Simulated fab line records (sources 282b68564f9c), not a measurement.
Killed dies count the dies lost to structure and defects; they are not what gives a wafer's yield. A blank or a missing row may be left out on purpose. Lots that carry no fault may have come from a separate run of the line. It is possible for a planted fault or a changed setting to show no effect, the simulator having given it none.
Comparing a struck lot with a sound one / flow ritCmos / 18 steps out of a route of 202
Sound: the wafers L695.3, L695.5, L695.6. Wafers struck: L714.1, L714.3, L714.4. Last of all comes the cause.
At each step with rows: each side's tool, then ch and its chambers, then its first start. Under that, the readings that differ: sound wafers / struck wafers / difference of the means / sigmas: that difference in standard deviations of wafers without a fault.
alike: a reading whose means differ by less than 2 such deviations, as well as words and numbers matching on both sides. not compared: withheld readings; readings where some wafer has no value; bounds like >300 that might hide an equal value; numbers whose values overlap and for which the record gives no deviation.
Wherever a step has rows on one side only, a row that says differs or no value, or a row with sigmas, the two part there. Numbers that have no deviation but don't overlap get no sigmas and don't part them. A reading that every wafer of one side lacks parts them only if that side has two wafers or more.

first, 4 steps without rows for these wafers: RIT_PSD_SOFTBAKE_02 (time 60 s); RIT_PSD_EXPOSE_03 (exposes mask M10, target cd 40900 nm); RIT_PSD_PEB_04; RIT_PSD_DEVELOP_05 (develop time 50 s).
RIT_PSD_OVL_MEAS_06:
  sound on overlay-01 at day 3 13:47; struck on overlay-02 at day 7 15:32
  alike: PSD_OVL
then, 2 steps without rows for these wafers: RIT_PSD_HARDBAKE_07 (time 60 s); RIT_PSD_IMPLANT_08.
RIT_PSD_STRIP_09: strips in O2, time 180 s.
  sound on plasmaAsher-01 ch 0,1, day 3 14:10; struck on plasmaAsher-04 ch 0,1, day 7 15:52
  alike: drypumpMotorCurrentA
  not compared: rfHoursCounterH
RIT_PSD_TW_MEAS_10:
  sound on filmMetro-03 at day 3 14:18; struck on filmMetro-01 at day 7 16:03
  alike: PSD_TW
then, 3 steps without rows for these wafers: RIT_SDANNEAL_CLEAN_00 (cleans in SC1, time 600 s); RIT_SDANNEAL_CLEAN_01 (cleans in dHF, time 30 s); RIT_SDANNEAL_CLEAN_02 (cleans in SC2, time 600 s).
RIT_SDANNEAL_RTA_03: time 5 s.
  sound on rtpAnneal-01 ch 0, day 3 14:44; struck on rtpAnneal-02 ch 0, day 7 16:31
  alike: wafer_temp_C_max
RIT_SDANNEAL_RS_MEAS_04: uses a four-point probe to measure.
  sound on filmMetro-03 at day 3 14:52; struck on filmMetro-03 at day 7 16:55
reading=PSD_RS (ohm/sq); sound=115.4 115.3 115.5; struck=113.1 112.9 113.1; difference=-2.4; sigmas=-7
  not compared: hold
RIT_SDANNEAL_RS_MEAS_05: uses a four-point probe to measure.
  sound on filmMetro-03 at day 3 14:59; struck on filmMetro-03 at day 7 21:37
reading=hold; sound=- - -; struck=awaitDispo/4.6h/release awaitDispo/4.6h/release awaitDispo/4.6h/release; difference=no value on the sound wafers; sigmas=
  alike: NSD_RS
RIT_SDANNEAL_RS_MEAS_06: uses a four-point probe to measure.
  sound on filmMetro-03 at day 3 15:06; struck on filmMetro-03 at day 7 22:07
reading=PLDD_RS (ohm/sq); sound=177.7 177.1 177.7; struck=175.6 175.3 175.2; difference=-2.1; sigmas=-4
  not compared: hold
RIT_SDANNEAL_RS_MEAS_07: uses a four-point probe to measure.
  sound on filmMetro-03 at day 3 15:13; struck on filmMetro-03 at day 8 00:53
reading=hold; sound=- - -; struck=awaitDispo/2.7h/release awaitDispo/2.7h/release awaitDispo/2.7h/release; difference=no value on the sound wafers; sigmas=
  alike: NLDD_RS
RIT_M1_PROBE_99:
  sound on prober-01 at day 3 22:37; struck on prober-02 at day 8 07:51
  alike: killedAtContacts, killedAtFrontEnd, killedDies, killedOpen, killedShort

WHERE THEY PART
Earliest at RIT_SDANNEAL_RS_MEAS_04; latest, in this record, at RIT_SDANNEAL_RS_MEAS_07. Later steps at which nothing parts them and some readings are alike: RIT_M1_PROBE_99.

WHY: the cause the simulator had injected
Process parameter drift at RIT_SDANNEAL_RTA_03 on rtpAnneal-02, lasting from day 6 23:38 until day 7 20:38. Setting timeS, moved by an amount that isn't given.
